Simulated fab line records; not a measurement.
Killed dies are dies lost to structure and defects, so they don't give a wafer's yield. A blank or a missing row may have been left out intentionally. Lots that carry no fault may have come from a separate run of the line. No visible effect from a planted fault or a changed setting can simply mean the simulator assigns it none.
fab line records ; flow berkeley_cmos170
record lots=6; wafers=18; last_day=12
route steps=331 shown M2@290 V2@292
lots untouched by any fault: they come from a run of this same line in which no faults occurred
start_h: the number of hours between the record's first day and the start of the first shown wafer of the lot ; wait_h: hours elapsed since this lot's preceding step ; " repeats the value in the row above ; L1.1+2: a single row standing in for several wafers ; - either no value or no given start ; * or withheld: withheld ; < > ~ a bound
route shown NAME@n: NAME is a module with steps in the file, n the number in the route of the first one ; usual: the fault-free wafers' mean and standard deviation ; same: alike in all rows ; chamber/n: place in a boat ; sites: readings site by site ; _std_site: the standard deviation of these ; _edge_site: mean of outer sites minus mean of inner sites ; radius_mm: for every site, how far away it sits from the centre of the wafer ; mask NAME#n: copy n ; behind: the most recent tool/chamber to have shaped the wafer ; hold: the reason the lot was held/the length of the hold in hours/how it ended ; device: names the non-switching transistor (n, p or np) ; end of line: the same wafers' tests at the end of the route ; a step given without rows: its recipe and nothing more ; killed: dies that structure and defects cost at the first sort, which is not the same as the wafer's yield ; map: a wafer's dies, marking killed ones x, the rest . and places with no die _
set.NAME: setting as actually run; set.NAME@STEP: the setting as run at that earlier step ; model.NAME: the simulator's own value behind a step, which no gauge read
a table for each step, a row for each wafer; lots at some steps of the route
services: from which hour (start_h, from the record's first day; less than 0 if before it) a tool's chamber was out of use, for how many hours, and why
## steps
# step UCB170_M2_STRIP_19
# recipe chemistry=O2; power_w=400; pressure_mtorr=3500; platen_temp_c=withheld; o2_flow_sccm=400; overash_fraction=0.5
# usual drypump_motor_current_A=5.59/0.29; oes_product_au=0.546/0.011
lot.wafer;tool;chamber;start_h;wait_h;drypump_motor_current_A;oes_product_au;rf_hours_counter_h
L878.1;plasma_asher-04;0;243.21;0.1;5.33;0.550;40
L878.4;plasma_asher-04;0;243.21;0.1;5.32;0.558;-
L878.6;plasma_asher-04;0;243.21;0.1;5.35;0.545;-
L876.2;plasma_asher-04;1;243.48;0.1;5.51;0.542;41
L876.3;plasma_asher-04;0;243.48;0.1;5.35;0.544;-
L876.6;plasma_asher-04;1;243.48;0.1;5.48;0.537;-
L883.3;plasma_asher-02;0;255.69;0.1;5.88;0.548;-
L883.4;plasma_asher-02;1;255.69;0.1;6.11;0.555;-
L883.5;plasma_asher-02;1;255.69;0.1;6.11;0.532;-
L884.2;plasma_asher-04;0;262.26;0.1;5.35;0.536;44
L884.3;plasma_asher-04;0;262.26;0.1;5.35;0.539;-
L884.6;plasma_asher-04;0;262.26;0.1;5.37;0.547;-
L885.1;plasma_asher-04;1;262.98;0.1;5.47;0.550;44
L885.4;plasma_asher-04;1;262.98;0.1;5.49;0.567;-
L885.6;plasma_asher-04;1;262.98;0.1;5.48;0.549;-
L889.2;plasma_asher-01;1;290.43;0.1;5.73;0.556;58
L889.4;plasma_asher-01;0;290.43;0.1;5.24;0.561;-
L889.6;plasma_asher-01;0;290.43;0.1;5.24;0.559;-
# step UCB170_M2_CD_MEAS_90
# recipe target_cd_nm=700
# usual cd_nm=700.8/2.6
lot.wafer;tool;chamber;start_h;wait_h;cd_nm
L878.1;cd_sem-01;-;243.31;0.1;699.5
L878.4;cd_sem-01;-;243.31;0.1;697.9
L878.6;cd_sem-01;-;243.31;0.1;698.4
L876.2;cd_sem-01;-;243.60;0.1;698.3
L876.3;cd_sem-01;-;243.60;0.1;700.5
L876.6;cd_sem-01;-;243.60;0.1;700.5
L883.3;cd_sem-01;-;255.80;0.1;701.5
L883.4;cd_sem-01;-;255.80;0.1;699.6
L883.5;cd_sem-01;-;255.80;0.1;698.0
L884.2;cd_sem-01;-;262.38;0.1;701.8
L884.3;cd_sem-01;-;262.38;0.1;700.8
L884.6;cd_sem-01;-;262.38;0.1;701.0
L885.1;cd_sem-02;-;263.08;0.1;702.2
L885.4;cd_sem-02;-;263.08;0.1;704.3
L885.6;cd_sem-02;-;263.08;0.1;703.2
L889.2;cd_sem-01;-;290.55;0.1;700.7
L889.4;cd_sem-01;-;290.55;0.1;698.2
L889.6;cd_sem-01;-;290.55;0.1;697.3
# step UCB170_V2_CVD_00
# recipe material=SiO2; target_thk_nm=2000; temp_c=390; precursor=TEOS/O2; time_s=250; rf_w=550; pressure_mtorr=9000
# usual heater_power_w=245/79
lot.wafer;tool;chamber;start_h;wait_h;heater_power_w
L878.1;pecvd-03;1;243.43;0.1;218
L878.4;pecvd-03;0;243.43;0.1;131
L878.6;pecvd-03;1;243.43;0.1;275
L876.2;pecvd-04;1;243.70;0.1;220
L876.3;pecvd-04;2;243.70;0.1;336
L876.6;pecvd-04;0;243.70;0.1;237
L883.3;pecvd-03;1;255.88;0.1;244
L883.4;pecvd-03;1;255.88;0.1;186
L883.5;pecvd-03;2;255.88;0.1;233
L884.2;pecvd-03;1;262.48;0.1;250
L884.3;pecvd-03;2;262.48;0.1;318
L884.6;pecvd-03;2;262.48;0.1;234
L885.1;pecvd-04;0;263.20;0.1;336
L885.4;pecvd-04;2;263.20;0.1;310
L885.6;pecvd-04;1;263.20;0.1;211
L889.2;pecvd-04;1;290.65;0.1;302
L889.4;pecvd-04;0;290.65;0.1;238
L889.6;pecvd-04;2;290.65;0.1;296
# step UCB170_V2_THK_MEAS_01
# recipe reads=SiO2_of_V2_CVD_00
# usual V2_TEOS_THK=1992/25
lot.wafer;tool;chamber;start_h;wait_h;V2_TEOS_THK[nm]
L878.1;film_metro-04;-;243.59;0.1;1963
L878.4;film_metro-04;-;243.59;0.1;1980
L878.6;film_metro-04;-;243.59;0.1;2004
L876.2;film_metro-04;-;243.87;0.1;1997
L876.3;film_metro-04;-;243.87;0.1;1972
L876.6;film_metro-04;-;243.87;0.1;2001
L883.3;film_metro-03;-;256.05;0.1;1971
L883.4;film_metro-03;-;256.05;0.1;1984
L883.5;film_metro-03;-;256.05;0.1;1988
L884.2;film_metro-03;-;262.64;0.1;1990
L884.3;film_metro-03;-;262.64;0.1;1955
L884.6;film_metro-03;-;262.64;0.1;2003
L885.1;film_metro-02;-;263.36;0.1;2001
L885.4;film_metro-02;-;263.36;0.1;2040
L885.6;film_metro-02;-;263.36;0.1;2038
L889.2;film_metro-02;-;290.81;0.1;1970
L889.4;film_metro-02;-;290.81;0.1;2028
L889.6;film_metro-02;-;290.81;0.1;2017
# step UCB170_V2_CMP_02
# recipe material=SiO2; down_force_psi=6; platen_rpm=60; pad_velocity_m_s=0.75398
# usual motor_current_A=16.6/1.8
lot.wafer;tool;chamber;start_h;wait_h;motor_current_A
L878.1;cmp-01;1;243.65;0.1;17.8
L878.4;cmp-01;2;243.65;0.1;14.7
L878.6;cmp-01;1;243.65;0.1;17.2
L876.2;cmp-02;3;243.97;0.1;17.9
L876.3;cmp-02;0;243.97;0.1;16.7
L876.6;cmp-02;3;243.97;0.1;17.6
L883.3;cmp-02;1;256.09;0.0;14.3
L883.4;cmp-02;3;256.09;0.0;16.5
L883.5;cmp-02;2;256.09;0.0;19.3
L884.3;cmp-01;3;262.79;0.1;17.3
L884.2;cmp-01;0;262.79;0.1;15.7
L884.6;cmp-01;2;262.79;0.1;13.6
L885.1;cmp-02;1;263.42;0.1;14.5
L885.4;cmp-02;3;263.42;0.1;17.4
L885.6;cmp-02;1;263.42;0.1;14.1
L889.2;cmp-02;0;290.86;0.0;18.6
L889.4;cmp-02;1;290.86;0.0;14.6
L889.6;cmp-02;0;290.86;0.0;17.5
# step UCB170_V2_BOW_MEAS_03
# recipe mode=bow
# usual V2_BOW=38/7
lot.wafer;tool;chamber;start_h;wait_h;V2_BOW[um]
L878.1;film_metro-02;-;243.95;0.2;33
L878.4;film_metro-02;-;243.95;0.2;30
L878.6;film_metro-02;-;243.95;0.2;37
L876.2;film_metro-03;-;244.24;0.2;38
L876.3;film_metro-03;-;244.24;0.2;28
L876.6;film_metro-03;-;244.24;0.2;37
L883.3;film_metro-03;-;256.43;0.3;39
L883.4;film_metro-03;-;256.43;0.3;36
L883.5;film_metro-03;-;256.43;0.3;43
L884.2;film_metro-04;-;263.01;0.1;58
L884.3;film_metro-04;-;263.01;0.1;42
L884.6;film_metro-04;-;263.01;0.1;42
L885.1;film_metro-03;-;263.72;0.2;26
L885.4;film_metro-03;-;263.72;0.2;37
L885.6;film_metro-03;-;263.72;0.2;43
L889.2;film_metro-03;-;291.18;0.3;36
L889.4;film_metro-03;-;291.18;0.3;45
L889.6;film_metro-03;-;291.18;0.3;35
# step UCB170_V2_THK_MEAS_04
# recipe reads=SiO2_of_V2_CVD_00
# usual V2_POLISHED_THK=1000.4/1.1
lot.wafer;tool;chamber;start_h;wait_h;V2_POLISHED_THK[nm]
L878.1;film_metro-02;-;244.07;0.1;1001.0
L878.4;film_metro-02;-;244.07;0.1;999.5
L878.6;film_metro-02;-;244.07;0.1;999.5
L876.2;film_metro-03;-;244.35;0.1;999.7
L876.3;film_metro-03;-;244.35;0.1;1000.7
L876.6;film_metro-03;-;244.35;0.1;999.4
L883.3;film_metro-03;-;256.53;0.1;1000.4
L883.4;film_metro-03;-;256.53;0.1;1001.3
L883.5;film_metro-03;-;256.53;0.1;1000.3
L884.2;film_metro-04;-;263.12;0.1;1001.0
L884.3;film_metro-04;-;263.12;0.1;1002.4
L884.6;film_metro-04;-;263.12;0.1;1002.4
L885.1;film_metro-03;-;263.84;0.1;1000.7
L885.4;film_metro-03;-;263.84;0.1;1001.5
L885.6;film_metro-03;-;263.84;0.1;1001.4
L889.2;film_metro-03;-;291.29;0.1;1000.5
L889.4;film_metro-03;-;291.29;0.1;1001.2
L889.6;film_metro-03;-;291.29;0.1;1002.1
# step UCB170_V2_CLEAN_05
# recipe chemistry=DIW
# step UCB170_V2_HMDS_06
# recipe prime_time_s=60; prime_temp_c=100
# step UCB170_V2_COAT_07
# recipe resist=KrF; spin_rpm=1500; resist_thk_nm=888.8
# step UCB170_V2_SOFTBAKE_08
# recipe resist=KrF; temp_c=130; time_s=60
# step UCB170_V2_EXPOSE_09
# recipe mask_id=VIA2; target_cd_nm=700; na=0.5; sigma_outer=0.6; source_shape=conventional; dose_mj=37
# step UCB170_V2_PEB_10
# recipe peb_temp_c=130; peb_time_s=withheld; resist=KrF
# usual chill_plate_temp_C=22.99/0.12; exhaust_pa=44.9/0.94
lot.wafer;tool;chamber;start_h;wait_h;chill_plate_temp_C;exhaust_pa
L878.1;litho_track-03;-;247;-;-;-
L878.4;litho_track-03;-;247;-;-;-
L878.6;litho_track-03;-;247;-;-;-
L876.2;litho_track-02;-;247;-;-;-
L876.3;litho_track-02;-;247;-;-;-
L876.6;litho_track-02;-;248;-;-;-
L883.3;litho_track-04;0;259;-;22.97;43.8
L883.4;litho_track-04;0;259;-;23.03;46.3
L883.5;litho_track-04;0;259;-;23.07;43.8
L884.2;litho_track-02;0;265.07;0.5;22.95;45.0
L884.3;litho_track-02;0;265.07;0.5;22.76;44.0
L884.6;litho_track-02;0;265.07;0.5;22.96;44.3
L885.1;litho_track-03;0;265.87;0.7;22.92;44.7
L885.4;litho_track-03;0;265.87;0.7;22.83;44.2
L885.6;litho_track-03;0;265.87;0.7;22.95;44.4
L889.2;litho_track-03;0;293.36;0.7;22.94;43.9
L889.4;litho_track-03;0;293.36;0.7;23.14;45.2
L889.6;litho_track-03;0;293.36;0.7;23.10;44.7
# step UCB170_V2_DEVELOP_11
# recipe developer=TMAH; develop_time_s=45; resist=KrF; dev_temp_c=21
## services
tool;chamber;start_h;hours;kind
cmp-01;-;232.21;4.0;pm
cmp-01;-;236.21;-;consumable_replace:conditioner
cmp-01;-;236.21;-;consumable_replace:pad
cmp-01;-;278.13;6.2;pm
## key
first_sign step=UCB170_V2_PEB_10; reading=tool_record; direction=missing
effect none on later readings
met_at UCB170_V2_PEB_10
struck_wafers L876.2,L876.3,L876.6,L878.1,L878.4,L878.6
later_rows_left_out L876.2,L876.3,L876.6,L878.1,L878.4,L878.6
sort_left_out L876.2,L876.3,L876.6,L878.1,L878.4,L878.6
fault kind=skipped_step_whole; tool=litho_track-02,litho_track-03; chamber=-; onset_h=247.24; steps=UCB170_V2_PEB_10; scope=struck_lots_only
# sort_left_out: the simulated sort isn't trusted on such a fault, so these wafers' sort isn't shown, and their yield isn't known
# later_rows_left_out: the simulator's readings of these wafers behind a module that went badly wrong aren't trusted and aren't shown, but for the sort
